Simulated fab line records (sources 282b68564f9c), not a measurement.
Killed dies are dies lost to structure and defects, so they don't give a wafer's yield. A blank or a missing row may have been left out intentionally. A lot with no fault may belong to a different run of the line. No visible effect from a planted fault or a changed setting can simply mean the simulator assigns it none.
The tool behind it: which one? + flow rit cmos + 14 lots, 42 wafers sampled, at 4 steps of a route of 202

## WHAT THE GAUGES SHOWED, per wafer
RIT_PSD_TW_MEAS_10. Usual: for PSD_TW the level is 3403 and the standard deviation is 28.
| lot  | measured    | on            | PSD_TW         | flag |
|------|-------------|---------------|----------------|------|
| L837 | day 3 04:28 | film metro-02 | 3350 3350 3361 |      |
| L838 | day 3 12:22 | film metro-02 | 3373 3370 3375 |      |
| L840 | day 3 21:16 | film metro-04 | 3417 3402 3418 |      |
| L839 | day 3 21:33 | film metro-03 | 3423 3430 3431 |      |
| L841 | day 3 22:58 | film metro-04 | 3436 3438 3443 |      |
| L842 | day 4 03:17 | film metro-04 | 3426 3426 3451 |      |
| L843 | day 4 15:29 | film metro-04 | 3416 3439 3442 |      |
| L846 | day 5 03:03 | film metro-03 | 3404 3405 3411 |      |
| L847 | day 5 05:01 | film metro-02 | 3334 3346 3350 |      |
| L848 | day 5 12:01 | film metro-03 | 30 30 30       | OFF  |
| L849 | day 5 15:10 | film metro-04 | 3416 3413 3418 |      |
| L850 | day 5 20:55 | film metro-03 | 3422 3409 3396 |      |
| L851 | day 5 23:31 | film metro-03 | 30 30 30       | OFF  |
| L858 | day 7 10:56 | film metro-04 | 3390 3379 3387 |      |

RIT_SILICIDE_THK_MEAS_03: measures by xrf. Usual: for SILICIDE_TI_THK the level is 31.0 nm and the standard deviation is 0.35.
| lot  | measured    | on            | SILICIDE_TI_THK (nm) | flag |
|------|-------------|---------------|----------------------|------|
| L837 | day 3 05:43 | film metro-01 | 31.3 31.5 31.0       |      |
| L838 | day 3 13:39 | film metro-04 | 30.8 30.6 30.7       |      |
| L840 | day 3 22:31 | film metro-01 | 30.9 30.7 30.8       |      |
| L839 | day 3 22:52 | film metro-03 | 30.6 30.6 30.6       |      |
| L841 | day 4 00:13 | film metro-01 | 31.7 31.8 31.4       |      |
| L842 | day 4 04:38 | film metro-04 | 30.5 30.9 30.6       |      |
| L843 | day 4 16:44 | film metro-01 | 31.0 31.1 31.3       |      |
| L846 | day 5 04:18 | film metro-01 | 31.2 30.9 31.6       |      |
| L847 | day 5 06:16 | film metro-01 | 31.4 31.3 31.7       |      |
| L848 | day 5 13:16 | film metro-03 | 31.3 31.0 31.6       |      |
| L849 | day 5 16:29 | film metro-03 | 31.0 30.8 30.8       |      |
| L850 | day 5 22:14 | film metro-01 | 31.5 31.3 31.4       |      |
| L851 | day 6 00:50 | film metro-01 | 30.8 30.6 30.7       |      |
| L858 | day 7 12:11 | film metro-01 | 30.7 31.0 30.8       |      |

## WHICH TOOL RAN EACH LOT (tool, then ch and the chambers of the sampled wafers, then the start)
| lot  | RIT_PSD_DEVELOP_05               | RIT_SILICIDE_SPUTTER_01     |
|------|----------------------------------|-----------------------------|
| L837 | litho track-04 ch 0, day 3 03:00 | pvd sputter-04, day 3 05:26 |
| L838 | litho track-02 ch 0, day 3 11:00 | pvd sputter-02, day 3 13:22 |
| L840 | litho track-02 ch 0, day 3 20:00 | pvd sputter-01, day 3 22:14 |
| L839 | litho track-02 ch 0, day 3 20:00 | pvd sputter-04, day 3 22:35 |
| L841 | litho track-04 ch 0, day 3 22:00 | pvd sputter-02, day 3 23:56 |
| L842 | litho track-04 ch 0, day 4 02:00 | pvd sputter-02, day 4 04:21 |
| L843 | litho track-04 ch 0, day 4 14:00 | pvd sputter-01, day 4 16:26 |
| L846 | litho track-01 ch 0, day 5 02:00 | pvd sputter-02, day 5 04:00 |
| L847 | litho track-01 ch 0, day 5 04:00 | pvd sputter-01, day 5 05:58 |
| L848 | litho track-01 ch 0, day 5 11:00 | pvd sputter-02, day 5 12:59 |
| L849 | litho track-04 ch 0, day 5 14:00 | pvd sputter-04, day 5 16:13 |
| L850 | litho track-04 ch 0, day 5 20:00 | pvd sputter-02, day 5 21:56 |
| L851 | litho track-01 ch 0, day 5 22:00 | pvd sputter-01, day 6 00:33 |
| L858 | litho track-04 ch 0, day 7 10:00 | pvd sputter-04, day 7 11:53 |
- RIT_PSD_DEVELOP_05: develop time 50 s.
- RIT_SILICIDE_SPUTTER_01: material Ti, target thk 30 nm, time 244.7 s.

## AS READ BY THE TOOLS THEMSELVES (means over the sampled wafers that have a number; for cases with no such wafer, the mark the record gives instead)
RIT_PSD_DEVELOP_05. Usual: chill plate temp C 23.00 C, standard deviation 0.1; developer temp C 23.01 C, standard deviation 0.12.
| lot  | tool           | chill plate temp C (C) | developer temp C (C) | flag |
|------|----------------|------------------------|----------------------|------|
| L837 | litho track-04 | 22.89                  | 22.98                |      |
| L838 | litho track-02 | 23.05                  | 22.87                |      |
| L840 | litho track-02 | 22.95                  | 23.10                |      |
| L839 | litho track-02 | 22.97                  | 23.04                |      |
| L841 | litho track-04 | 22.91                  | 22.86                |      |
| L842 | litho track-04 | 23.05                  | 23.01                |      |
| L843 | litho track-04 | 22.91                  | 23.05                |      |
| L846 | litho track-01 | 22.90                  | 23.01                |      |
| L847 | litho track-01 | 23.11                  | 23.12                |      |
| L848 | litho track-01 | 23.00                  | 22.96                |      |
| L849 | litho track-04 | 23.09                  | 22.89                |      |
| L850 | litho track-04 | 23.06                  | 22.90                |      |
| L851 | litho track-01 | 23.05                  | 23.10                |      |
| L858 | litho track-04 | 22.98                  | 22.87                |      |

RIT_SILICIDE_SPUTTER_01. Usual: 30.0 % for throttle valve pct, sd 1.1.
| lot  | tool           | throttle valve pct (%) | flag |
|------|----------------|------------------------|------|
| L837 | pvd sputter-04 | 30.1                   |      |
| L838 | pvd sputter-02 | 29.5                   |      |
| L840 | pvd sputter-01 | 29.5                   |      |
| L839 | pvd sputter-04 | 30.2                   |      |
| L841 | pvd sputter-02 | 29.4                   |      |
| L842 | pvd sputter-02 | 29.7                   |      |
| L843 | pvd sputter-01 | 29.3                   |      |
| L846 | pvd sputter-02 | 30.0                   |      |
| L847 | pvd sputter-01 | 29.2                   |      |
| L848 | pvd sputter-02 | 29.8                   |      |
| L849 | pvd sputter-04 | 30.1                   |      |
| L850 | pvd sputter-02 | 29.5                   |      |
| L851 | pvd sputter-01 | 29.5                   |      |
| L858 | pvd sputter-04 | 30.7                   |      |

## THE ANSWER, worked out from the rows above alone
Rule: a lot is off if the mean of its wafers that have a number lies more than 3 standard deviations from the usual mean. A lot without any number at a reading at which 4 lots or more have one is off too. The other lots that the step has rows for count as sound. Order of review: gauges by route order, followed by the tools' own readings, for which a lot's mean as printed above is used. At the first step where some lot is off, the reading lying furthest off is the one used; lots without a number count as furthest.
Off: L848, L851, seen at RIT_PSD_TW_MEAS_10 (PSD_TW).
If a tool, at a process step before that reading, ran all the lots that are off and no sound lot after the first of them, it fits. Gauges at RIT_PSD_TW_MEAS_10: tried the same way as those tools. One candidate fits, namely litho track-01 at RIT_PSD_DEVELOP_05. Its last sound lot is L847 (day 5 04:00), its first lot that is off L848 (day 5 11:00): a fault that began between those two fits.

## WHAT WAS PUT IN BY THE SIMULATOR
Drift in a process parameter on litho track-01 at RIT_PSD_DEVELOP_05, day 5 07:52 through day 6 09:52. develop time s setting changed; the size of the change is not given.
Struck lots among those shown: L848, L851. This agrees with what the rule above found.
